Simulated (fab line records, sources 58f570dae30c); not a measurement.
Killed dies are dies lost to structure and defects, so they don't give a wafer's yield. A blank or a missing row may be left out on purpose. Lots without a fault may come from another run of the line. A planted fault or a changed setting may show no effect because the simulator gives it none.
fab line records | flow berkeley_cmos170
record lots=7 wafers=21 last_day=11
route steps=331 shown PLDD@149 NLDD@158 M3@331
lots that met no fault: from a run of the same line without faults
start_h: hours from the record's first day to the start of the lot's first wafer shown | wait_h: hours since the lot's step before | " the same as in the row above | L1.1+2: a row that stands for several wafers | - no value, or no start given | * or withheld: withheld | < > ~ a bound
route shown NAME@n: a module of which the file shows steps, and the number in the route of the first | usual: mean/standard deviation of fault-free wafers | same: alike in all rows | chamber/n: place in a boat | sites: the reading at each site | _std_site: their standard deviation | _edge_site: outer sites' mean less inner sites' | radius_mm: how far each site lies from the wafer's centre | mask NAME#n: copy n | behind: the tool/chamber that last shaped the wafer | hold: why the lot was held/for how many hours/how that ended | device: the transistor (n, p or np) that didn't switch | end of line: the same wafers' tests at the end of the route | a step without rows: its recipe alone | killed: dies lost to structure and defects at the first sort, not the wafer's yield | map: a wafer's dies, x killed, . not, _ none there
set.NAME: the setting as run; set.NAME@STEP: as run at that earlier step | model.NAME: the simulator's own value behind a step, which no gauge read
lots at some steps of the route; a table a step, a row a wafer
services: from which hour (start_h, from the record's first day; less than 0 if before it) a tool's chamber was out of use, for how many hours, and why
## steps
# step UCB170_PLDD_PEB_04
# recipe peb_temp_c=129.6 peb_time_s=withheld resist=KrF
# step UCB170_PLDD_DEVELOP_05
# recipe developer=TMAH develop_time_s=45 resist=KrF dev_temp_c=21
# step UCB170_PLDD_CD_MEAS_06
# recipe target_cd_nm=1200
# usual cd_nm=1200.2/1.4
# columns lot.wafer tool chamber start_h wait_h cd_nm
L771.1 cd_sem-02 - 160.54 - 1201.2
L771.4 " - " " 1200.9
L771.6 " - " " 1200.4
L777.1 cd_sem-02 - 186.36 - 1198.6
L777.2 " - " " 1199.4
L777.3 " - " " 1199.2
L783.1 cd_sem-02 - 216.19 - 1199.5
L783.3 " - " " 1198.2
L783.6 " - " " 1198.5
L787.3 cd_sem-01 - 222.08 - 1198.0
L787.4 " - " " 1200.0
L787.5 " - " " 1199.5
L786.1 cd_sem-02 - 222.64 - 1202.6
L786.3 " - " " 1201.6
L786.6 " - " " 1201.3
L785.3 cd_sem-01 - 223.21 - 1199.6
L785.4 " - " " 1200.4
L785.6 " - " " 1201.0
L784.4 cd_sem-02 - 223.25 - 1201.3
L784.5 " - " " 1201.8
L784.6 " - " " 1202.5
# step UCB170_PLDD_OVL_MEAS_07
# usual PLDD_OVL=2/5
# columns lot.wafer tool chamber start_h wait_h PLDD_OVL[nm]
L771.1 overlay-01 - 160.66 0.1 -4
L771.4 " - " " 2
L771.6 " - " " -3
L777.1 overlay-01 - 186.48 0.1 0
L777.2 " - " " 0
L777.3 " - " " 2
L783.1 overlay-01 - 216.31 0.1 2
L783.3 " - " " 2
L783.6 " - " " -5
L787.3 overlay-01 - 222.17 0.1 3
L787.4 " - " " -5
L787.5 " - " " -1
L786.1 overlay-01 - 222.76 0.1 4
L786.3 " - " " -2
L786.6 " - " " -4
L785.3 overlay-02 - 223.30 0.1 4
L785.4 " - " " -13
L785.6 " - " " 0
L784.4 overlay-02 - 223.34 0.1 2
L784.5 " - " " 0
L784.6 " - " " 1
# step UCB170_PLDD_IMPLANT_08
# recipe species=BF2 dose_cm2=5e+13 energy_kev=10 tilt_deg=7 rotation_deg=0
# step UCB170_PLDD_IMPLANT_09
# recipe species=BF2 dose_cm2=5e+13 energy_kev=10 tilt_deg=7 rotation_deg=180
# step UCB170_PLDD_STRIP_10
# recipe chemistry=O2 power_w=400 pressure_mtorr=3500 platen_temp_c=withheld o2_flow_sccm=400 overash_fraction=0.5
# usual drypump_motor_current_A=5.8/0.56 o2_flow_sccm=400.1/1.1 oes_product_au=0.734/0.0046 strip_time_to_endpoint_s=21.66/0.063
# columns lot.wafer tool chamber start_h wait_h drypump_motor_current_A o2_flow_sccm oes_product_au rf_hours_counter_h strip_time_to_endpoint_s
L771.1 plasma_asher-01 0 160.99 0.1 6.4 401.1 0.744 5 21.63
L771.4 " 0 " " 6.4 399.4 0.731 - 21.61
L771.6 " 0 " " 6.4 402.0 0.729 - 21.66
L777.1 plasma_asher-02 1 186.82 0.1 5.9 400.6 0.733 40 21.71
L777.2 " 0 " " 6.2 398.8 0.725 40 21.68
L777.3 " 1 " " 5.9 399.3 0.738 - 21.72
L783.1 plasma_asher-03 0 216.65 0.1 4.9 400.8 0.732 51 21.72
L783.3 " 0 " " 4.9 400.4 0.742 - 21.70
L783.6 " 1 " " 6.0 399.4 0.739 - 21.70
L787.3 plasma_asher-02 0 222.52 0.1 6.2 403.0 0.730 - 21.76
L787.4 " 1 " " 5.9 400.7 0.733 - 21.65
L787.5 " 0 " " 6.2 402.3 0.736 - 21.73
L786.1 plasma_asher-02 0 223.10 0.1 6.2 401.5 0.744 44 21.64
L786.3 " 0 " " 6.2 399.5 0.735 - 21.73
L786.6 " 1 " " 5.9 400.8 0.731 - 21.72
L785.3 plasma_asher-03 0 223.66 0.1 4.9 398.9 0.735 - 21.70
L785.4 " 1 " " 6.0 399.6 0.739 - 21.69
L785.6 " 0 " " 4.9 400.1 0.733 - 21.71
L784.4 plasma_asher-03 1 223.76 0.1 6.0 401.2 0.738 - 21.64
L784.5 " 0 " " 4.9 400.8 0.729 - 21.63
L784.6 " 1 " " 6.0 400.2 0.736 - 21.59
# step UCB170_PLDD_TW_MEAS_11
# usual PLDD_TW=1007/12
# columns lot.wafer tool chamber start_h wait_h PLDD_TW
L771.1 film_metro-01 - 161.09 0.1 1021
L771.4 " - " " 1020
L771.6 " - " " 1020
L777.1 film_metro-01 - 186.92 0.1 1010
L777.2 " - " " 1017
L777.3 " - " " 1021
L783.1 film_metro-01 - 216.80 0.1 1027
L783.3 " - " " 1027
L783.6 " - " " 1026
L787.3 film_metro-04 - 222.61 0.1 997
L787.4 " - " " 994
L787.5 " - " " 993
L786.1 film_metro-01 - 223.20 0.1 1026
L786.3 " - " " 1023
L786.6 " - " " 1026
L785.3 film_metro-03 - 223.74 0.1 992
L785.4 " - " " 991
L785.6 " - " " 991
L784.4 film_metro-01 - 223.85 0.1 1023
L784.5 " - " " 1022
L784.6 " - " " 1022
# step UCB170_PLDD_CLEAN_12
# recipe chemistry=SPM temp_c=120 time_s=600
# step UCB170_NLDD_HMDS_00
# recipe prime_time_s=60 prime_temp_c=100
# step UCB170_NLDD_COAT_01
# recipe resist=KrF spin_rpm=1500 resist_thk_nm=900
# step UCB170_NLDD_SOFTBAKE_02
# recipe resist=KrF temp_c=130 time_s=60
# step UCB170_NLDD_EXPOSE_03
# recipe mask_id=NSELECT na=0.5 sigma_outer=0.6 source_shape=conventional target_cd_nm=1200 dose_mj=30
# columns lot.wafer tool chamber start_h wait_h mask model.NLDD.overlay_x_nm
L771.1+4+6 krf_scanner-01 0 162.07 0.1 NSELECT#0 0.4262
L777.1+2+3 krf_scanner-02 0 187.82 0.2 NSELECT#0 -4.622
L783.1+3+6 krf_scanner-01 0 217.48 0.1 NSELECT#0 181.8
L787.3+4+5 krf_scanner-02 0 223.60 0.1 NSELECT#0 -2.22
L786.1+3+6 krf_scanner-01 0 224.94 0.2 NSELECT#0 177.8
L784.4+5+6 krf_scanner-01 0 225.40 0.1 NSELECT#0 178.9
L785.3+4+6 krf_scanner-02 0 225.71 0.2 NSELECT#0 2.453
# step UCB170_NLDD_PEB_04
# recipe peb_temp_c=130 peb_time_s=withheld resist=KrF
# step UCB170_NLDD_DEVELOP_05
# recipe developer=TMAH develop_time_s=45 resist=KrF dev_temp_c=21
# step UCB170_NLDD_CD_MEAS_06
# recipe target_cd_nm=1200
# usual cd_nm=1199.9/1.3
# columns lot.wafer tool chamber start_h wait_h cd_nm
L771.1 cd_sem-01 - 162.76 - 1199.7
L771.4 " - " " 1199.5
L771.6 " - " " 1198.9
L777.1 cd_sem-02 - 188.98 - 1199.5
L777.2 " - " " 1199.7
L777.3 " - " " 1199.3
L783.1 cd_sem-02 - 218.03 - 1199.6
L783.3 " - " " 1198.1
L783.6 " - " " 1199.3
L787.3 cd_sem-01 - 224.78 - 1200.4
L787.4 " - " " 1199.1
L787.5 " - " " 1200.1
L786.1 cd_sem-02 - 225.89 - 1200.0
L786.3 " - " " 1200.6
L786.6 " - " " 1202.8
L784.4 cd_sem-02 - 226.23 - 1200.0
L784.5 " - " " 1200.3
L784.6 " - " " 1198.9
L785.3 cd_sem-02 - 226.48 - 1199.1
L785.4 " - " " 1200.6
L785.6 " - " " 1199.0
# step UCB170_NLDD_OVL_MEAS_07
# usual NLDD_OVL=-1/4.1
# columns lot.wafer tool chamber start_h wait_h NLDD_OVL[nm]
L771.1 overlay-01 - 162.88 0.1 0
L771.4 " - " " 5
L771.6 " - " " 1
L777.1 overlay-01 - 189.10 0.1 -8
L777.2 " - " " -3
L777.3 " - " " -9
L783.1 overlay-01 - 218.15 0.1 182
L783.3 " - " " 180
L783.6 " - " " 184
L787.3 overlay-01 - 224.87 0.1 2
L787.4 " - " " -2
L787.5 " - " " -2
L786.1 overlay-02 - 226.01 0.1 172
L786.3 " - " " 172
L786.6 " - " " 175
L784.4 overlay-01 - 226.31 0.1 176
L784.5 " - " " 178
L784.6 " - " " 169
L785.3 overlay-01 - 226.58 0.1 8
L785.4 " - " " 5
L785.6 " - " " 4
# step UCB170_NLDD_IMPLANT_08
# recipe species=As dose_cm2=5e+13 energy_kev=30 tilt_deg=7 rotation_deg=0
# step UCB170_M3_PROBE_99
# columns lot.wafer tool chamber start_h wait_h model.etest.nldd.line_ohm_um model.etest.nldd.width_nm
L771.1 prober-01 - 197.73 0.1 1224 616.5
L771.4 prober-01 - 197.88 0.2 1222 633.9
L771.6 prober-01 - 197.98 0.2 1243 626.1
L777.1 prober-01 - 226.54 0.1 1266 610.5
L777.2 prober-01 - 226.59 0.1 1275 600.1
L777.3 prober-01 - 226.64 0.2 1250 614
L783.1 prober-01 - 257.82 0.1 1362 573.7
L783.3 prober-01 - 257.92 0.2 1356 576.6
L783.6 prober-01 - 258.07 0.2 1356 577.8
L787.3 prober-01 - 260.74 0.2 1209 634.1
L787.4 prober-01 - 260.79 0.2 1207 634.6
L787.5 prober-01 - 260.84 0.2 1213 634.8
L786.1 prober-02 - 262.31 0.1 1316 582.4
L786.3 prober-02 - 262.41 0.2 1293 579.6
L786.6 prober-02 - 262.56 0.2 1286 587.3
L785.3 prober-01 - 262.67 0.2 1222 627
L785.4 prober-01 - 262.72 0.2 1240 623.2
L785.6 prober-01 - 262.82 0.2 1199 631.5
L784.4 prober-02 - 263.08 0.2 1363 575.9
L784.5 prober-02 - 263.13 0.2 1371 578.3
L784.6 prober-02 - 263.18 0.2 1362 574.3
# killed by level:class
L771.1 SCREENOX:geometric_particle:short=1 GATE:geometric_particle:short=1 CONTACT:geometric_particle:open=1 M2:geometric_particle:short=1 ACTIVE:area_etch=1
L771.4 NWELL:geometric_particle:open=1 GATE:geometric_particle:open=1 SPACER:geometric_particle:open=1
L771.6 GATE:geometric_particle:open=1 ACTIVE:area_etch=1
L777.1 GATE:geometric_particle:short=1
L777.2 WELLDRIVE:geometric_particle:short=1 ACTIVE:geometric_particle:short=1 FIELD:geometric_particle:short=1 GATE:geometric_particle:open=1 CONTACT:geometric_particle:short=1 M3:geometric_particle:open=1
L777.3 WELLDRIVE:geometric_particle:short=1 SACOX:geometric_particle:open=1 GATE:geometric_particle:short=1 GATE:geometric_particle:open=1 SPACER:geometric_particle:short=1 V1:geometric_particle:short=1 ACTIVE:area_etch=1 NWELL:area_etch=1
L787.3 FIELD:geometric_particle:short=1 GATE:geometric_particle:open=1 CONTACT:geometric_particle:open=1 V2:geometric_particle:open=1 M3:geometric_particle:short=1
L787.4 M1:geometric_particle:short=1 V2:geometric_particle:short=1
L787.5 SACOX:geometric_particle:short=1 M1:geometric_particle:short=1
L786.1 SPACER:geometric_particle:open=2 CONTACT:geometric_particle:open=1
L786.3 START:geometric_particle:short=1 SILICIDE:geometric_particle:open=1 V1:geometric_particle:short=1 M2:geometric_particle:short=1
L786.6 SPACER:geometric_particle:open=1
L785.3 WELLDRIVE:geometric_particle:open=1 SCREENOX:geometric_particle:short=1 GATE:geometric_particle:short=1 SPACER:geometric_particle:open=1
L785.4 SPACER:geometric_particle:short=1 SILICIDE:geometric_particle:open=1 M3:geometric_particle:short=1
L784.4 GATE:geometric_particle:short=1 SILICIDE:geometric_particle:open=1 PWELL:area_etch=1
L784.5 SILICIDE:geometric_particle:short=1 M1:geometric_particle:short=1 M2:geometric_particle:short=1 ACTIVE:area_etch=1
L784.6 ACTIVE:area_etch=2 START:geometric_particle:short=1 WELLDRIVE:geometric_particle:open=1 GATE:geometric_particle:open=1 V2:geometric_particle:short=1 M3:geometric_particle:open=1
## services
# columns tool chamber start_h hours kind
krf_scanner-01 - 149.13 1.3 pm
krf_scanner-02 - 154.60 1.0 pm
krf_scanner-02 0 160.73 - calibration
krf_scanner-02 - 203.74 0.8 pm
plasma_asher-01 - 219.53 4.8 repair
plasma_asher-02 - 223.58 2.8 repair
## key
first_sign step=UCB170_NLDD_OVL_MEAS_07 reading=NLDD_OVL direction=up sigmas=43 usual=-1 struck=176
effect none on later readings
model_effect step=UCB170_NLDD_EXPOSE_03 value=NLDD.overlay_x_nm without=-0.4936 struck=179.5
model_effect step=UCB170_M3_PROBE_99 value=etest.nldd.line_ohm_um without=1246 struck=1341
met_at UCB170_NLDD_EXPOSE_03
struck_wafers L783.1,L783.3,L783.6,L784.4,L784.5,L784.6,L786.1,L786.3,L786.6
sort_left_out L783.1,L783.3,L783.6
tester_left_out L783,L784,L786
onset_between 162.07 217.48
fault kind=scanner_matching_overlay tool=krf_scanner-01 chamber=- onset_h=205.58 steps=UCB170_NLDD_EXPOSE_03 offset=180
# tester_left_out: of these lots the tester's yield and bins aren't shown, on N5 and GAA mostly nor the transistor test; their killed dies are dies lost to structure and defects alone, not to doping, threshold or leakage, so they don't give the yield
# sort_left_out: the simulated sort isn't trusted on such a fault, so these wafers' sort isn't shown, and their yield isn't known
